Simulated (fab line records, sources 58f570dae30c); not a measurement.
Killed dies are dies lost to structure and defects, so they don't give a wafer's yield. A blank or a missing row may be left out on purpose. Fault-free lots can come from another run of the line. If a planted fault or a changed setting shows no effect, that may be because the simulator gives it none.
Which of the tools did it? :: flow berkeley-cmos170 :: Sampling: 13 lots, 39 wafers, 3 of 331 route steps

WHAT THE GAUGES SHOWED, per wafer
The record holds no reading of a measuring or inspecting step that can be judged against a usual standard deviation.

TOOL THAT RAN EACH LOT (tool first, then ch and the chambers of the sampled wafers, then the start)
lot: L359
UCB170_GATE_ETCH_15: rie-si-01 ch 0,1,2, day 7 02:38
UCB170_PLDD_HMDS_00: litho-track-04 ch 0, day 7 03:45
UCB170_PLDD_COAT_01: litho-track-04 ch 0, day 7 03:54

lot: L360
UCB170_GATE_ETCH_15: rie-si-02 ch 0,1,3, day 7 02:43
UCB170_PLDD_HMDS_00: litho-track-01 ch 0, day 7 03:44
UCB170_PLDD_COAT_01: litho-track-01 ch 0, day 7 03:53

lot: L361
UCB170_GATE_ETCH_15: rie-si-01 ch 1,3, day 7 10:59
UCB170_PLDD_HMDS_00: litho-track-04 ch 0, day 7 11:28
UCB170_PLDD_COAT_01: litho-track-04 ch 0, day 7 11:37

lot: L363
UCB170_GATE_ETCH_15: rie-si-02 ch 1,2, day 7 22:38
UCB170_PLDD_HMDS_00: litho-track-01 ch 0, day 8 01:15
UCB170_PLDD_COAT_01: litho-track-01 ch 0, day 8 01:24

lot: L362
UCB170_GATE_ETCH_15: rie-si-02 ch 0,1,3, day 7 22:57
UCB170_PLDD_HMDS_00: litho-track-04 ch 0, day 8 00:58
UCB170_PLDD_COAT_01: litho-track-04 ch 0, day 8 01:07

lot: L365
UCB170_GATE_ETCH_15: rie-si-01 ch 1,3, day 8 05:42
UCB170_PLDD_HMDS_00: litho-track-02 ch 0, day 8 07:02
UCB170_PLDD_COAT_01: litho-track-02 ch 0, day 8 07:11

lot: L366
UCB170_GATE_ETCH_15: rie-si-02 ch 0,2,3, day 8 05:43
UCB170_PLDD_HMDS_00: litho-track-04 ch 0, day 8 07:08
UCB170_PLDD_COAT_01: litho-track-04 ch 0, day 8 07:17

lot: L370
UCB170_GATE_ETCH_15: rie-si-01 ch 0,1, day 8 22:36
UCB170_PLDD_HMDS_00: litho-track-02 ch 0, day 8 23:07
UCB170_PLDD_COAT_01: litho-track-02 ch 0, day 8 23:16

lot: L369
UCB170_GATE_ETCH_15: rie-si-02 ch 0,1,2, day 8 22:56
UCB170_PLDD_HMDS_00: litho-track-01 ch 0, day 8 23:27
UCB170_PLDD_COAT_01: litho-track-01 ch 0, day 8 23:36

lot: L377
UCB170_GATE_ETCH_15: rie-si-01 ch 0,1,3, day 10 08:10
UCB170_PLDD_HMDS_00: litho-track-01 ch 0, day 10 08:45
UCB170_PLDD_COAT_01: litho-track-01 ch 0, day 10 08:54

lot: L379
UCB170_GATE_ETCH_15: rie-si-01 ch 0,2,3, day 11 09:02
UCB170_PLDD_HMDS_00: litho-track-04 ch 0, day 11 09:31
UCB170_PLDD_COAT_01: litho-track-04 ch 0, day 11 09:40

lot: L381
UCB170_GATE_ETCH_15: rie-si-01 ch 0,1,2, day 11 10:41
UCB170_PLDD_HMDS_00: litho-track-04 ch 0, day 11 11:07
UCB170_PLDD_COAT_01: litho-track-04 ch 0, day 11 11:16

lot: L382
UCB170_GATE_ETCH_15: rie-si-01 ch 0,1,2, day 11 20:50
UCB170_PLDD_HMDS_00: litho-track-02 ch 0, day 11 21:35
UCB170_PLDD_COAT_01: litho-track-02 ch 0, day 11 21:44
- UCB170_GATE_ETCH_15: etches poly-Si in HBr/Cl2, stops on SiO2, time 56.3 s, target depth 278.2 nm.
- UCB170_PLDD_HMDS_00: prime time 60 s.
- UCB170_PLDD_COAT_01: resist thk 900 nm.

WHAT THE TOOLS THEMSELVES READ (means of the sampled wafers that have a number; where no wafer has one, the mark that the record gives instead)
UCB170_GATE_ETCH_15.
lot: L359
tool: rie-si-01
drypump-motor-current-A (A): 5.8
oes-product-au (a.u.): 0.845
throttle-valve-pct (%): 26.57

lot: L360
tool: rie-si-02
drypump-motor-current-A (A): 6.0
oes-product-au (a.u.): 0.847
throttle-valve-pct (%): 26.54

lot: L361
tool: rie-si-01
drypump-motor-current-A (A): 5.2
oes-product-au (a.u.): 0.840
throttle-valve-pct (%): 26.50

lot: L363
tool: rie-si-02
drypump-motor-current-A (A): 5.5
oes-product-au (a.u.): 0.847
throttle-valve-pct (%): 26.63

lot: L362
tool: rie-si-02
drypump-motor-current-A (A): 6.0
oes-product-au (a.u.): 0.858
throttle-valve-pct (%): 26.54

lot: L365
tool: rie-si-01
drypump-motor-current-A (A): 5.2
oes-product-au (a.u.): 0.841
throttle-valve-pct (%): 26.50

lot: L366
tool: rie-si-02
drypump-motor-current-A (A): 5.7
oes-product-au (a.u.): 0.840
throttle-valve-pct (%): 26.81

lot: L370
tool: rie-si-01
drypump-motor-current-A (A): 6.1
oes-product-au (a.u.): 0.835
throttle-valve-pct (%): 26.71

lot: L369
tool: rie-si-02
drypump-motor-current-A (A): 5.6
oes-product-au (a.u.): 0.834
throttle-valve-pct (%): 26.66

lot: L377
tool: rie-si-01
drypump-motor-current-A (A): 5.6
oes-product-au (a.u.): 0.829
throttle-valve-pct (%): 26.60

lot: L379
tool: rie-si-01
drypump-motor-current-A (A): 5.8
oes-product-au (a.u.): 0.834
throttle-valve-pct (%): 26.54

lot: L381
tool: rie-si-01
drypump-motor-current-A (A): 5.9
oes-product-au (a.u.): 0.848
throttle-valve-pct (%): 26.52

lot: L382
tool: rie-si-01
drypump-motor-current-A (A): 5.9
oes-product-au (a.u.): 0.842
throttle-valve-pct (%): 26.52

UCB170_PLDD_COAT_01.
lot: L359
tool: litho-track-04
spin-speed-rpm (rpm): 1499.3

lot: L360
tool: litho-track-01
spin-speed-rpm (rpm): 1499.7

lot: L361
tool: litho-track-04
spin-speed-rpm (rpm): 1500.2

lot: L363
tool: litho-track-01
spin-speed-rpm (rpm): 1500.4

lot: L362
tool: litho-track-04
spin-speed-rpm (rpm): 1501.0

lot: L365
tool: litho-track-02
spin-speed-rpm (rpm): 1501.0

lot: L366
tool: litho-track-04
spin-speed-rpm (rpm): 1500.6

lot: L370
tool: litho-track-02
spin-speed-rpm (rpm): 1499.2

lot: L369
tool: litho-track-01
spin-speed-rpm (rpm): 1499.5

lot: L377
tool: litho-track-01
spin-speed-rpm (rpm): 1499.8

lot: L379
tool: litho-track-04
spin-speed-rpm (rpm): 1498.8

lot: L381
tool: litho-track-04
spin-speed-rpm (rpm): 1499.9

lot: L382
tool: litho-track-02
spin-speed-rpm (rpm): 1499.5

THE ANSWER, worked out from the rows above alone
Rule: what is usual is taken from the lots themselves. Put in order of their means at a reading, lots are off if they are a third of the lots or fewer, leave a main group of 4 or more, and stand apart from it by a gap of 3 or more times the standard deviation of the main group's means; of several such gaps the widest counts. A main group is skipped when, at the precision printed for the reading in the tables above, its means are all equal. Also off: a lot with no number at a reading for which 4 or more lots have one. All remaining lots with rows at the step are treated as sound. Order of review: gauges by route order, followed by the tools' own readings, for which a lot's mean as printed above is used. At the first step where some lot is off, the reading lying furthest off is the one used; lots without a number count as furthest.
Across all readings shown, no lot is off: no conclusion can be drawn from this.

WHAT THE SIMULATOR HAD PUT IN
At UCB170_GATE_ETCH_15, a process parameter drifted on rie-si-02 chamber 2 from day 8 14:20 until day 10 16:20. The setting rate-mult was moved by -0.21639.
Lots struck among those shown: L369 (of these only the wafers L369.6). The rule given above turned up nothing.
